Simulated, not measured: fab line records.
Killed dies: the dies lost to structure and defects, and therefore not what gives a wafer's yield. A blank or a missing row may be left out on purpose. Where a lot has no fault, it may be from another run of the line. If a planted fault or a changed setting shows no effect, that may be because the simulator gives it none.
2 desks looking at one fault -- flow berkeley-cmos170 -- only its own numbers are on each desk; what lay behind them is given at the end

== AT THE TOOL OWNER'S DESK: implanter-01 ==
The tool's own readings at UCB170_NLDD_IMPLANT_09, given as means over the sampled wafers that have a number, one for each lot that went through this tool. Any lot whose mean is over 4 standard deviations away from the usual mean is out of limits and marked OUT; that distance is given in the brackets.
Columns: A = beam-energy-keV at UCB170_NLDD_IMPLANT_09, usual 29.998; B = dose-ions-cm2 at UCB170_NLDD_IMPLANT_09, usual 5e+13
lot,first seen here,A,B
L351,day 9 00:30,29.990,5e+13
L350,day 9 00:52,30.002,5e+13
L356,day 9 05:14,29.995,5e+13
L362,day 10 20:01,30.002,5e+13
L363,day 11 05:02,30.001,5e+13
This desk's finding: nothing out of limits on any of the 5 lots.

== THE METROLOGY DESK ==
Lot by lot, what the gauges showed, no matter which tool ran the lot: averages of those sampled wafers that carry a number. Any lot whose mean is over 4 standard deviations away from the usual mean is out of limits and marked OUT; that distance is given in the brackets.
Columns: A = NLDD_RS at UCB170_SDANNEAL_RS_MEAS_05, usual 616.0 ohm/sq; B = cd-nm at UCB170_M3_CD_MEAS_90, usual 699 nm; C = M3_BOW at UCB170_M3_BOW_MEAS_20, usual 34 um
lot,first seen here,A,B,C
L346,day 8 02:08,615.4,694,31
L347,day 8 16:00,616.1,697,28
L351,day 9 12:18,614.9,701,35
L352,day 9 13:10,614.0,700,28
L350,day 9 13:21,615.6,696,37
L354,day 9 13:46,616.9,703,39
L356,day 9 20:28,617.1,701,34
L361,day 11 00:30,613.8,699,37
L362,day 11 06:40,627.0 (+7.9) OUT,701,28
L363,day 11 16:26,629.1 (+9.4) OUT,697,27
L364,day 11 16:51,615.4,700,40
L365,day 11 17:01,615.1,703,27
L367,day 12 04:53,616.9,700,37
L369,day 12 15:37,614.6,696,37
This desk reports L362, L363 out of limits; the earliest was L362 at day 11 06:40 (NLDD_RS at UCB170_SDANNEAL_RS_MEAS_05). L346, L347, L351, L352, L350, L354, L356, L361, L364, L365, L367, L369: within limits.

== BROUGHT TOGETHER ==
An alarm was possible from the metrology desk at day 11 06:40, on L362, L363.
The desk of the tool owner found nothing out of limits.
On record at the tool owner's desk: L362, L363, within its limits.
On implanter-01, each named lot ran UCB170_NLDD_IMPLANT_09.

== WHAT HAD BEEN PUT IN BY THE SIMULATOR ==
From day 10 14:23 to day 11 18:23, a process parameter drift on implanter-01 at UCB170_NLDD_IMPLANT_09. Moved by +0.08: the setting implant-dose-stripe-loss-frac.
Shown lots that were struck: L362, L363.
Delay in hours, fault start to first out-of-limits reading, per desk: metrology desk 16.
